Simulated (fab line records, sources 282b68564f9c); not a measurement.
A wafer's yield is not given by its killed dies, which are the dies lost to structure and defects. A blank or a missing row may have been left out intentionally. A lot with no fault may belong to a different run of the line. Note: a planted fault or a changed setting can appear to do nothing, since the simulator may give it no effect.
Split-lot trial :: flow ritCmos :: 5 lots, 23 wafers read, on a route of 202 steps

SPLIT DETAILS
At RIT_NLDD_COAT_01 (resist thk 1000 nm), the setting spinRpm was moved away from the recipe's 3250 rpm on 9 of the 23 wafers read, by -6.0% to +4.7%. All remaining wafers had this setting at the recipe value.

The reading is taken at the split's own step.

THE READING
NOVOLAK_of_NLDD_COAT_01.thkNm (the simulator's own value, which no gauge read), in nm, at RIT_NLDD_COAT_01 (resist thk 1000 nm). The file does not state a usual value for it. Average 998.6 nm, standard deviation 2.2 nm, over the 14 wafers here run with the recipe.

wafer: L074.1
tool, chamber at the split: lithoTrack-04, 0
spinRpm as run, rpm: 3250
against the recipe: recipe
NOVOLAK_of_NLDD_COAT_01.thkNm, nm: 999.9
against lot-mates on the recipe: -

wafer: L074.2
tool, chamber at the split: lithoTrack-04, 0
spinRpm as run, rpm: 3250
against the recipe: recipe
NOVOLAK_of_NLDD_COAT_01.thkNm, nm: 1002
against lot-mates on the recipe: -

wafer: L074.3
tool, chamber at the split: lithoTrack-04, 0
spinRpm as run, rpm: 3054
against the recipe: -6.0%
NOVOLAK_of_NLDD_COAT_01.thkNm, nm: 1031
against lot-mates on the recipe: +30.0

wafer: L074.4
tool, chamber at the split: lithoTrack-04, 0
spinRpm as run, rpm: 3250
against the recipe: recipe
NOVOLAK_of_NLDD_COAT_01.thkNm, nm: 1001
against lot-mates on the recipe: -

wafer: L074.6
tool, chamber at the split: lithoTrack-04, 0
spinRpm as run, rpm: 3054
against the recipe: -6.0%
NOVOLAK_of_NLDD_COAT_01.thkNm, nm: 1034
against lot-mates on the recipe: +33.0

wafer: L075.1
tool, chamber at the split: lithoTrack-02, 0
spinRpm as run, rpm: 3250
against the recipe: recipe
NOVOLAK_of_NLDD_COAT_01.thkNm, nm: 997.1
against lot-mates on the recipe: -

wafer: L075.2
tool, chamber at the split: lithoTrack-02, 0
spinRpm as run, rpm: 3186
against the recipe: -2.0%
NOVOLAK_of_NLDD_COAT_01.thkNm, nm: 1006
against lot-mates on the recipe: +9.3

wafer: L075.5
tool, chamber at the split: lithoTrack-02, 0
spinRpm as run, rpm: 3186
against the recipe: -2.0%
NOVOLAK_of_NLDD_COAT_01.thkNm, nm: 1006
against lot-mates on the recipe: +9.3

wafer: L075.3
tool, chamber at the split: lithoTrack-02, 0
spinRpm as run, rpm: 3186
against the recipe: -2.0%
NOVOLAK_of_NLDD_COAT_01.thkNm, nm: 1004
against lot-mates on the recipe: +7.3

wafer: L075.4
tool, chamber at the split: lithoTrack-02, 0
spinRpm as run, rpm: 3250
against the recipe: recipe
NOVOLAK_of_NLDD_COAT_01.thkNm, nm: 996.2
against lot-mates on the recipe: -

wafer: L078.1
tool, chamber at the split: lithoTrack-02, 0
spinRpm as run, rpm: 3126
against the recipe: -3.8%
NOVOLAK_of_NLDD_COAT_01.thkNm, nm: 1019
against lot-mates on the recipe: +22.0

wafer: L078.2
tool, chamber at the split: lithoTrack-02, 0
spinRpm as run, rpm: 3250
against the recipe: recipe
NOVOLAK_of_NLDD_COAT_01.thkNm, nm: 996.4
against lot-mates on the recipe: -

wafer: L078.4
tool, chamber at the split: lithoTrack-02, 0
spinRpm as run, rpm: 3250
against the recipe: recipe
NOVOLAK_of_NLDD_COAT_01.thkNm, nm: 997.6
against lot-mates on the recipe: -

wafer: L078.5
tool, chamber at the split: lithoTrack-02, 0
spinRpm as run, rpm: 3126
against the recipe: -3.8%
NOVOLAK_of_NLDD_COAT_01.thkNm, nm: 1020
against lot-mates on the recipe: +23.0

wafer: L078.6
tool, chamber at the split: lithoTrack-02, 0
spinRpm as run, rpm: 3250
against the recipe: recipe
NOVOLAK_of_NLDD_COAT_01.thkNm, nm: 996.9
against lot-mates on the recipe: -

wafer: L079.3
tool, chamber at the split: lithoTrack-02, 0
spinRpm as run, rpm: 3250
against the recipe: recipe
NOVOLAK_of_NLDD_COAT_01.thkNm, nm: 1000
against lot-mates on the recipe: -

wafer: L079.4
tool, chamber at the split: lithoTrack-02, 0
spinRpm as run, rpm: 3250
against the recipe: recipe
NOVOLAK_of_NLDD_COAT_01.thkNm, nm: 1001
against lot-mates on the recipe: -

wafer: L079.5
tool, chamber at the split: lithoTrack-02, 0
spinRpm as run, rpm: 3250
against the recipe: recipe
NOVOLAK_of_NLDD_COAT_01.thkNm, nm: 1001
against lot-mates on the recipe: -

wafer: L084.1
tool, chamber at the split: lithoTrack-02, 0
spinRpm as run, rpm: 3403
against the recipe: +4.7%
NOVOLAK_of_NLDD_COAT_01.thkNm, nm: 975.8
against lot-mates on the recipe: -21.3

wafer: L084.2
tool, chamber at the split: lithoTrack-02, 0
spinRpm as run, rpm: 3250
against the recipe: recipe
NOVOLAK_of_NLDD_COAT_01.thkNm, nm: 996.1
against lot-mates on the recipe: -

wafer: L084.4
tool, chamber at the split: lithoTrack-02, 0
spinRpm as run, rpm: 3403
against the recipe: +4.7%
NOVOLAK_of_NLDD_COAT_01.thkNm, nm: 974.7
against lot-mates on the recipe: -22.4

wafer: L084.5
tool, chamber at the split: lithoTrack-02, 0
spinRpm as run, rpm: 3250
against the recipe: recipe
NOVOLAK_of_NLDD_COAT_01.thkNm, nm: 995.2
against lot-mates on the recipe: -

wafer: L084.6
tool, chamber at the split: lithoTrack-02, 0
spinRpm as run, rpm: 3250
against the recipe: recipe
NOVOLAK_of_NLDD_COAT_01.thkNm, nm: 999.9
against lot-mates on the recipe: -

FIT RESULTS
A straight line over all 23 wafers: NOVOLAK_of_NLDD_COAT_01.thkNm changes by -5.26 nm for each +1% of spinRpm; r = -0.98; the points scatter about the line by 2.5 nm.
The same after taking each lot's own level away (the mean of its wafers on the recipe; 23 wafers): -5.09 nm for each +1%; r = -0.99; scatter 1.7 nm.
On that fit, the largest move of spinRpm shifts the reading by 31 nm.
Across the lots, their own levels run from 996.65 to 1000.97 nm, a range of 1.9 times the standard deviation given above.
The two slopes are in agreement: the lot-to-lot level therefore moves the slope only a little.
Check: +31.4 nm against its lot-mates is what the line predicts for one of the wafers moved furthest among these (-6.0%) when that wafer is left out of the fit. Against them it came out at +30 nm.

THESE WAFERS: OTHER SPLITS
Other splits were also applied to these wafers ahead of the reading. Each is held against what the fit with the lots' levels taken away leaves over:
other split on the same wafers: RIT_ACTIVE_OXIDATION_01 oxTimeS
wafers away from the commonest value: 18
r with NOVOLAK_of_NLDD_COAT_01.thkNm (lot level and that fit taken away): -0.35

other split on the same wafers: RIT_FOX1_OXIDATION_00 oxTimeS
wafers away from the commonest value: 15
r with NOVOLAK_of_NLDD_COAT_01.thkNm (lot level and that fit taken away): +0.26

other split on the same wafers: RIT_FOX2_OXIDATION_00 oxTimeS
wafers away from the commonest value: 15
r with NOVOLAK_of_NLDD_COAT_01.thkNm (lot level and that fit taken away): -0.32

other split on the same wafers: RIT_NWELL_IMPLANT_08 energyKev
wafers away from the commonest value: 11
r with NOVOLAK_of_NLDD_COAT_01.thkNm (lot level and that fit taken away): +0.09

other split on the same wafers: RIT_PWELL_IMPLANT_08 doseCm2
wafers away from the commonest value: 8
r with NOVOLAK_of_NLDD_COAT_01.thkNm (lot level and that fit taken away): -0.41

other split on the same wafers: RIT_PRETRO_SOFTBAKE_02 tempC
wafers away from the commonest value: 10
r with NOVOLAK_of_NLDD_COAT_01.thkNm (lot level and that fit taken away): -0.01

other split on the same wafers: RIT_PRETRO_IMPLANT_08 doseCm2
wafers away from the commonest value: 8
r with NOVOLAK_of_NLDD_COAT_01.thkNm (lot level and that fit taken away): +0.00

other split on the same wafers: RIT_GATE_CVD_08 pressureMtorr
wafers away from the commonest value: 18
r with NOVOLAK_of_NLDD_COAT_01.thkNm (lot level and that fit taken away): -0.22

FILE'S OWN FIT
NOVOLAK_of_NLDD_COAT_01.thkNm changes by -5.12 nm for each +1% of spinRpm, r = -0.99.
